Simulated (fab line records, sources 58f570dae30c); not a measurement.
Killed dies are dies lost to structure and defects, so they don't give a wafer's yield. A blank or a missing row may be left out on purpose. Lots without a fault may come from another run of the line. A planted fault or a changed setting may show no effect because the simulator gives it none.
One fault seen from 2 desks | flow berkeley_cmos170 | each desk has only its own numbers; what lay behind them comes last

THE TOOL OWNER'S DESK: plasma_asher-02
The tool's own readings at UCB170_CONTACT_STRIP_06 (strips in O2): means of the sampled wafers that have a number, for each lot that ran on this tool. A lot is out of limits, marked OUT, if its mean lies more than 4 standard deviations from the usual mean; the brackets give that distance.
Columns: A = chamber_pressure_mTorr at UCB170_CONTACT_STRIP_06, usual 3500 mTorr; B = drypump_motor_current_A at UCB170_CONTACT_STRIP_06, usual 5.5 A; C = oes_product_au at UCB170_CONTACT_STRIP_06, usual 0.735 a.u.; D = strip_time_to_endpoint_s at UCB170_CONTACT_STRIP_06, usual 21.95 s
lot  | first seen here | A    | B   | C     | D
L237 | day 7 14:04     | 3498 | 5.9 | 0.737 | 21.84
L240 | day 7 19:59     | 3503 | 4.9 | 0.734 | 22.01
L245 | day 8 21:14     | 3501 | 5.9 | 0.736 | 21.90
L250 | day 10 05:59    | 3501 | 5.9 | 0.732 | 21.97
L254 | day 11 00:16    | 3503 | 5.5 | 0.734 | 21.93
L255 | day 11 09:16    | 3501 | 5.9 | 0.736 | 21.94
This desk's finding: nothing out of limits on any of the 6 lots.

THE METROLOGY DESK
What the gauges read, lot by lot, whatever tool the lot ran on: means of the sampled wafers that have a number. A lot is out of limits, marked OUT, if its mean lies more than 4 standard deviations from the usual mean; the brackets give that distance.
Columns: A = ACTIVE_OVL at UCB170_ACTIVE_OVL_MEAS_14, usual 2 nm
lot  | first seen here | A
L233 | day 4 00:57     | 2
L234 | day 4 11:20     | 4
L236 | day 4 22:01     | 3
L235 | day 4 22:18     | 3
L237 | day 5 04:32     | 3
L240 | day 5 13:44     | -4
L241 | day 5 14:04     | -6
L245 | day 6 07:41     | 7
L249 | day 7 09:41     | -2
L250 | day 7 09:57     | -8
L253 | day 8 06:57     | 3
L254 | day 8 12:03     | 8
L256 | day 8 16:07     | 4
L255 | day 8 16:16     | -0
This desk's finding: nothing out of limits on any of the 14 lots.

PUT TOGETHER
The tool owner's desk saw nothing out of limits.
The metrology desk saw nothing out of limits.

WHAT THE SIMULATOR HAD PUT IN
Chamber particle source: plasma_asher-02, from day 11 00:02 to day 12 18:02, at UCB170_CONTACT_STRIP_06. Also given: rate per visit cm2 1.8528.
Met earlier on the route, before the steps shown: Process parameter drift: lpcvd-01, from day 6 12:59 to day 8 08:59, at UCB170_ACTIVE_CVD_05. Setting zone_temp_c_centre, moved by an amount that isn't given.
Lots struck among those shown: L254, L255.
